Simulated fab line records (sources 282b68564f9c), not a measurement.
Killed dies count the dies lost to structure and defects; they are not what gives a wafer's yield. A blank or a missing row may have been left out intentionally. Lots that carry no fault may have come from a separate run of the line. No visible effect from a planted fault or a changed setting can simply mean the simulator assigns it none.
Struck lot and sound lot, side by side    flow rit cmos    27 out of 202 route steps
Sound: these wafers, L390.3, L390.4, L390.5. Struck: wafer L399.3 (left out: L399.1, L399.4 of the same lot, which were not struck); the cause appears at the end.
Each step with rows lists, per side, the tool, then ch with its chambers, then its first start. Under that, the readings that differ: sound wafers    struck wafers    difference of the means    sigmas: that difference in standard deviations of wafers without a fault.
alike: words and numbers the same on both sides, and readings whose means are apart by under 2 such deviations; not compared: readings that were withheld, readings missing a value for some wafer, numbers with overlapping values and no deviation given by the record, and bounds like >300 which may hide the same value.
Wherever a step has rows on one side only, a row that says differs or no value, or a row with sigmas, the two part there. Numbers that have no deviation but don't overlap get no sigmas and don't part them. Lack of a reading on every wafer of one side parts them only where that side has two or more wafers.

RIT_CONTACT_SOFTBAKE_04: time 62.18 s.
  sound on litho track-03 ch 0, day 4 01:38; struck on litho track-02 ch 0, day 5 21:51
  alike: plate sensor t centre C, plate sensor t edge C, resist line temp C
then, 3 steps without rows for these wafers: RIT_CONTACT_EXPOSE_05 (exposes mask M11, target cd 1000 nm); RIT_CONTACT_PEB_06; RIT_CONTACT_DEVELOP_07 (develop time 120 s).
RIT_CONTACT_CD_MEAS_08: target cd 1000 nm.
  sound on cd sem-02, day 4 02:26; struck on cd sem-02, day 5 22:31
  alike: cd nm
RIT_CONTACT_OVL_MEAS_09:
  sound on overlay-01, day 4 02:31; struck on overlay-01, day 5 22:38
  alike: CONTACT_OVL
then, 1 step without rows for these wafers: RIT_CONTACT_HARDBAKE_10 (time 60 s).
RIT_CONTACT_ETCH_11: etches SiO2 in CHF3/CF4/Ar, stops on TiSi2, target depth 480 nm, time 320 s.
  sound on rie diel-04 ch 1,2, day 4 02:41; struck on rie diel-01 ch 2, day 5 22:49
  alike: chamber pressure mTorr, drypump motor current A, oes product au, throttle valve pct
  not compared: rf hours counter h
RIT_CONTACT_STRIP_12: strips in O2, time 180 s.
  sound on plasma asher-04 ch 0,1, day 4 02:56; struck on plasma asher-04 ch 1, day 5 23:01
  alike: chamber pressure mTorr, drypump motor current A
  not compared: rf hours counter h
RIT_CONTACT_CD_MEAS_90: target cd 1000 nm.
  sound on cd sem-01, day 4 03:06; struck on cd sem-01, day 5 23:11
  alike: cd nm
then, 2 steps without rows for these wafers: RIT_CONTACT_CLEAN_13 (cleans in SC1, time 600 s); RIT_CONTACT_CLEAN_14 (cleans in SC2, time 600 s).
RIT_M1_SPUTTER_00: material Al, target thk 400 nm, time 500 s.
  sound on pvd sputter-02, day 4 03:33; struck on pvd sputter-04, day 5 23:40
reading                                sound                 struck  difference  sigmas
cathode dc power W (W)                 2000.0 2000.6 1999.5  2615.5  +615.5      +99 or more
throttle valve pct (%)                 29.9 30.6 29.9        33.0    +2.9        +3
model.Al_of_M1_SPUTTER_00.thk nm (nm)  398.7 392.8 399.5     517.6   +120.6      
  alike: chamber pressure pa
RIT_M1_RS_MEAS_01: the measuring method here is four-point-probe.
  sound on film metro-04, day 4 03:53; struck on film metro-03, day 5 23:57
reading            sound                 struck  difference  sigmas
M1_AL_RS (ohm/sq)  0.0736 0.0749 0.0735  0.0567  -0.0173     -18
RIT_M1_THK_MEAS_02: measures by xrf.
  sound on film metro-04, day 4 03:59; struck on film metro-03, day 6 00:04
reading         sound        struck  difference  sigmas
M1_AL_THK (nm)  394 387 395  517     +125        +23
then, 6 steps without rows for these wafers: RIT_M1_HMDS_03 (prime time 60 s); RIT_M1_COAT_04 (resist thk 1300 nm); RIT_M1_SOFTBAKE_05 (time 60 s); RIT_M1_EXPOSE_06 (exposes mask M12, target cd 2600 nm); RIT_M1_PEB_07; RIT_M1_DEVELOP_08 (develop time 68 s).
RIT_M1_CD_MEAS_09: target cd 2600 nm.
  sound on cd sem-01, day 4 05:04; struck on cd sem-02, day 6 01:08
  alike: cd nm
RIT_M1_OVL_MEAS_10:
  sound on overlay-02, day 4 05:10; struck on overlay-01, day 6 01:16
  alike: M1_OVL
then, 1 step without rows for these wafers: RIT_M1_HARDBAKE_11 (time 120 s).
RIT_M1_METAL_ETCH_12: etches Al in Cl2/BCl3, stops on SiO2, time 165 s, target depth 600 nm.
  sound on rie metal-01 ch 0,1, day 4 05:29; struck on rie metal-01 ch 1, day 6 01:32
reading                sound              struck  difference  sigmas
oes product au (a.u.)  0.789 0.783 0.796  0.923   +0.134      +13
  alike: chamber pressure mTorr, drypump motor current A, throttle valve pct
  not compared: rf hours counter h
then, 1 step without rows for these wafers: RIT_M1_STRIP_13 (strips in nmp, time 600 s).
RIT_M1_PROBE_99:
  sound on prober-01, day 4 07:48; struck on prober-02, day 6 04:08
reading                                         sound                        struck     difference  sigmas
model.etest.tester.sort n pass                  258 254 259                  246        -11         
model.etest.tester.sort yield pct (%)           97.73 96.21 98.11            93.18      -4.17       
model.etest.m1 comb over steps.leak log10 a um  -12.6 -12.82 -12.71          -10.32     +2.39       
model.etest.m1.rs ohm sq                        0.07246 0.07364 0.07226      0.05597    -0.01682    
model.etest.antenna m1.vt shift v (V)           -0.01161 -0.01356 -0.006912  -0.002488  +0.008206   
  alike: defect limited yield, killed at front end, killed dies, killed open, killed short

== WHERE THEY PART ==
At RIT_M1_SPUTTER_00 first; at RIT_M1_METAL_ETCH_12 last (within this record only). Later steps at which nothing parts them and some readings are alike: RIT_M1_PROBE_99.

WHY: the cause the simulator had injected
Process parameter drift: pvd sputter-04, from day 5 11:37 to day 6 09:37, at RIT_M1_SPUTTER_00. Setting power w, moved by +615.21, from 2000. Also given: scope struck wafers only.
